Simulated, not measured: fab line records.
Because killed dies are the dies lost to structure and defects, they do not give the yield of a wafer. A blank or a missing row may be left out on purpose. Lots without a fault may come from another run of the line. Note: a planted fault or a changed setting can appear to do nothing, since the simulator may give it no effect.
Problem report, 8D (eight disciplines) form, completed by code ; flow berkeleyCmos170 ; the parts of the form that need people (team, actions taken, sign-off) are left out

## 1. THE PROBLEM
biasW at UCB170_M1_METAL_ETCH_12 reads a mean of 162.1 W on 3 wafers of 2 lots; wafers without a fault read 120.0 W with a standard deviation of 0.34. So: +99 or more standard deviations from the usual mean.
The step: etches Al in Cl2/BCl3, stops on PSG, target depth 780 nm, time 130 s.
The first sign was on wafer L518.2 at day 10 08:38, on rieMetal-04. The record holds 18 wafers of 6 lots with a number at this step. By rule, "out" or "out of limits" means more than 4 standard deviations away from the usual mean. The other wafers with a number count as sound.

## 2. WHAT IT IS AND WHAT IT IS NOT
question;is;is not
which readings at this step;biasW;drypumpMotorCurrentA, oesProductAu, throttleValvePct
which lots;L517, L518;L508, L509, L520, L522
which wafers of those lots;L517.3, L518.2, L518.3;L517.4, L517.6, L518.4
read on which tools;rieMetal-04;rieMetal-01
when;from day 10 08:38;"up to then (7 sound wafers); but 8 sound wafers of L517, L520, L522 came after"

## 3. THE SUSPECTS, EACH WITH WHAT RULES IT OUT
Counting: a tool at a process step up to the reading stays a suspect if it ran every lot that is out. Sound lots after the first of them don't rule it out here, since some wafers of a struck lot are sound.
- pvdSputter-02 at UCB170_M1_SPUTTER_00 (material Al, target thk 600 nm, time 80 s): kept. It ran every lot that is out, first L518 (day 10 07:14).
- rieMetal-04 at UCB170_M1_METAL_ETCH_12 (etches Al in Cl2/BCl3, stops on PSG, target depth 780 nm, time 130 s): kept. It ran every lot that is out, first L518 (day 10 08:38); its last sound lot up to then is L509 (day 8 07:48). On those wafers its own readings are out: biasW.
- Within rieMetal-04 at UCB170_M1_METAL_ETCH_12: the wafers that are out ran in chamber 1; their sound lot-mates ran in chamber 0.
Left after counting: pvdSputter-02 at UCB170_M1_SPUTTER_00, rieMetal-04 at UCB170_M1_METAL_ETCH_12.

## 4. THE CAUSE (what the simulator had put in)
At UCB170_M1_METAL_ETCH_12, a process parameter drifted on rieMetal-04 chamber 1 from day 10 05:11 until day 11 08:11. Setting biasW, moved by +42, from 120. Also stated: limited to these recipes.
This tool is one of the 2 suspects left after counting.

## 5. THE EFFECT CHAIN, in route order
Each row: a reading whose mean over the struck wafers that have a number lies more than 3 standard deviations from the usual. Only readings for which the record gives a usual standard deviation are gone through. hours: the time from each lot's start at the first step in this table that gives one to its start at this step, as a median over the lots. sigmas: the change in usual standard deviations.
hours;step;reading;usual;on struck wafers;change;sigmas
0;UCB170_M1_METAL_ETCH_12;biasW;120.0 W;162.1;+42.1;+99 or more
It contains these process steps:
- UCB170_M1_METAL_ETCH_12: etches Al in Cl2/BCl3, stops on PSG, target depth 780 nm, time 130 s.

## 6. HOW IT WOULD HAVE BEEN CAUGHT EARLIER
The fault began at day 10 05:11; the first out-of-limits reading in this record came at day 10 08:38, 3 hours later.
